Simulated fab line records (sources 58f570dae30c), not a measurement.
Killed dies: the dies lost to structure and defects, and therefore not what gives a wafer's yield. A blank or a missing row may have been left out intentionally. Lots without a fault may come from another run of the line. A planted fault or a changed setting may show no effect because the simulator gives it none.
Which tool did it? | flow berkeley-cmos170 | Sampling: 11 lots, 33 wafers, 5 of 331 route steps

WHAT THE GAUGES SHOWED, per wafer
UCB170_M1_RS_MEAS_01: the measuring method here is four-point-probe.
lot  | measured     | on            | M1_AL_RS (ohm/sq)
L290 | day 6 21:07  | film-metro-02 | 0.0489 0.0483 0.0485
L291 | day 7 16:23  | film-metro-03 | 0.0487 0.0482 0.0479
L292 | day 7 23:37  | film-metro-02 | 0.0478 0.0480 0.0484
L293 | day 8 01:34  | film-metro-03 | 0.0500 0.0489 0.0493
L303 | day 9 21:57  | film-metro-03 | 0.0483 0.0494 0.0476
L308 | day 10 23:42 | film-metro-02 | 0.0487 0.0477 0.0477
L305 | day 10 23:54 | film-metro-03 | 0.0494 0.0495 0.0486
L307 | day 10 23:56 | film-metro-04 | 0.0487 0.0487 0.0484
L309 | day 11 08:13 | film-metro-03 | 0.0492 0.0487 0.0483
L312 | day 11 14:20 | film-metro-03 | 0.0486 0.0499 0.0499
L311 | day 11 15:04 | film-metro-02 | 0.0472 0.0488 0.0479

UCB170_M1_THK_MEAS_02: measures by xrf.
lot  | measured     | on            | M1_AL_THK (nm)
L290 | day 6 21:14  | film-metro-02 | 610 614 614
L291 | day 7 16:31  | film-metro-03 | 616 622 624
L292 | day 7 23:44  | film-metro-02 | 619 616 613
L293 | day 8 01:41  | film-metro-03 | 598 611 604
L303 | day 9 22:04  | film-metro-03 | 622 607 628
L308 | day 10 23:49 | film-metro-02 | 615 624 624
L305 | day 11 00:01 | film-metro-03 | 605 610 618
L307 | day 11 00:02 | film-metro-04 | 615 620 622
L309 | day 11 08:20 | film-metro-03 | 609 614 622
L312 | day 11 14:26 | film-metro-03 | 617 602 602
L311 | day 11 15:11 | film-metro-02 | 628 611 618

UCB170_V1_THK_MEAS_01.
lot  | measured     | on            | V1_TEOS_THK (nm)
L290 | day 7 04:44  | film-metro-03 | 1988 2038 2032
L291 | day 8 00:12  | film-metro-03 | 2018 2000 2042
L292 | day 8 04:41  | film-metro-01 | 1995 1980 2003
L293 | day 8 04:41  | film-metro-02 | 1942 2032 2023
L303 | day 10 05:43 | film-metro-01 | 1948 2980 2006
L308 | day 11 06:06 | film-metro-02 | 1984 1939 1955
L305 | day 11 06:15 | film-metro-02 | 2914 2003 1989
L307 | day 11 06:07 | film-metro-03 | 2012 2026 2052
L309 | day 11 13:52 | film-metro-01 | 2020 1986 2035
L312 | day 11 21:25 | film-metro-02 | 1990 2038 1974
L311 | day 11 21:28 | film-metro-03 | 1973 1990 1996

WHICH TOOL RAN EACH LOT (tool, then ch and the chambers of the sampled wafers, then the start)
lot  | UCB170_M1_STRIP_13                   | UCB170_V1_CVD_00
L290 | plasma-asher-01 ch 0,1, day 6 23:01  | pecvd-03 ch 0,2, day 7 04:35
L291 | plasma-asher-01 ch 0,1, day 7 18:16  | pecvd-01 ch 1,2, day 8 00:03
L292 | plasma-asher-03 ch 0,1, day 8 01:08  | pecvd-04 ch 0,1, day 8 04:31
L293 | plasma-asher-03 ch 0,1, day 8 02:55  | pecvd-03 ch 0,1,2, day 8 04:31
L303 | plasma-asher-04 ch 0,1, day 10 00:02 | pecvd-04 ch 1,2, day 10 05:29
L308 | plasma-asher-01 ch 0,1, day 11 03:07 | pecvd-03 ch 1,2, day 11 05:56
L305 | plasma-asher-03 ch 0,1, day 11 03:26 | pecvd-04 ch 0,1,2, day 11 06:06
L307 | plasma-asher-01 ch 0,1, day 11 03:25 | pecvd-01 ch 0,1,2, day 11 05:56
L309 | plasma-asher-01 ch 0, day 11 10:29   | pecvd-01 ch 0,2, day 11 13:43
L312 | plasma-asher-03 ch 0,1, day 11 16:13 | pecvd-03 ch 1,2, day 11 21:14
L311 | plasma-asher-01 ch 0,1, day 11 17:37 | pecvd-01 ch 1,2, day 11 21:14
- UCB170_M1_STRIP_13: strips in O2.
- UCB170_V1_CVD_00: deposits SiO2 from TEOS/O2, target thk 2000 nm, time 250 s.

WHAT THE TOOLS THEMSELVES READ (means of the sampled wafers that have a number; where no wafer has one, the mark that the record gives instead)
UCB170_M1_STRIP_13.
lot  | tool            | drypump-motor-current-A (A) | oes-product-au (a.u.)
L290 | plasma-asher-01 | 5.7                         | 0.718
L291 | plasma-asher-01 | 5.7                         | 0.720
L292 | plasma-asher-03 | 5.7                         | 0.719
L293 | plasma-asher-03 | 5.7                         | 0.718
L303 | plasma-asher-04 | 6.1                         | 0.717
L308 | plasma-asher-01 | 5.5                         | 0.722
L305 | plasma-asher-03 | 6.0                         | 0.716
L307 | plasma-asher-01 | 5.5                         | 0.723
L309 | plasma-asher-01 | 5.3                         | 0.720
L312 | plasma-asher-03 | 6.0                         | 0.722
L311 | plasma-asher-01 | 5.7                         | 0.722

UCB170_V1_CVD_00.
lot  | tool     | heater-power-w (W)
L290 | pecvd-03 | 280
L291 | pecvd-01 | 282
L292 | pecvd-04 | 260
L293 | pecvd-03 | 251
L303 | pecvd-04 | 218
L308 | pecvd-03 | 275
L305 | pecvd-04 | 279
L307 | pecvd-01 | 268
L309 | pecvd-01 | 239
L312 | pecvd-03 | 251
L311 | pecvd-01 | 251

THE ANSWER, worked out from the rows above alone
Rule: the lots themselves supply what counts as usual. Put in order of their means at a reading, lots are off if they are a third of the lots or fewer, leave a main group of 4 or more, and stand apart from it by a gap of 3 or more times the standard deviation of the main group's means; of several such gaps the widest counts. If all means in a main group match to the digits the tables above print for the reading, that group is not used. A lot without any number at a reading at which 4 lots or more have one is off too. Where the step has rows for the other lots, those lots are counted as sound. Order of review: gauges by route order, followed by the tools' own readings, for which a lot's mean as printed above is used. At the first step where some lot is off, the reading lying furthest off is the one used; lots without a number count as furthest.
Off: L303, L305, at UCB170_V1_THK_MEAS_01 (V1_TEOS_THK). Main group: mean 2002 nm, sd 20.
A tool fits if, at a process step before that reading, it ran every lot that is off, and no sound lot after the first of them. Those tools and the gauges at UCB170_V1_THK_MEAS_01 are tried in the same way. One fits: UCB170_V1_CVD_00 on pecvd-04. Its last sound lot is L292 (day 8 04:31), its first lot that is off L303 (day 10 05:29): a fault that began between those two fits.

WHAT WAS PUT IN BY THE SIMULATOR
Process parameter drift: pecvd-04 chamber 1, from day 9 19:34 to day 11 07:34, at UCB170_V1_CVD_00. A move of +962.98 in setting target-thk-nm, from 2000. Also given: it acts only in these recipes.
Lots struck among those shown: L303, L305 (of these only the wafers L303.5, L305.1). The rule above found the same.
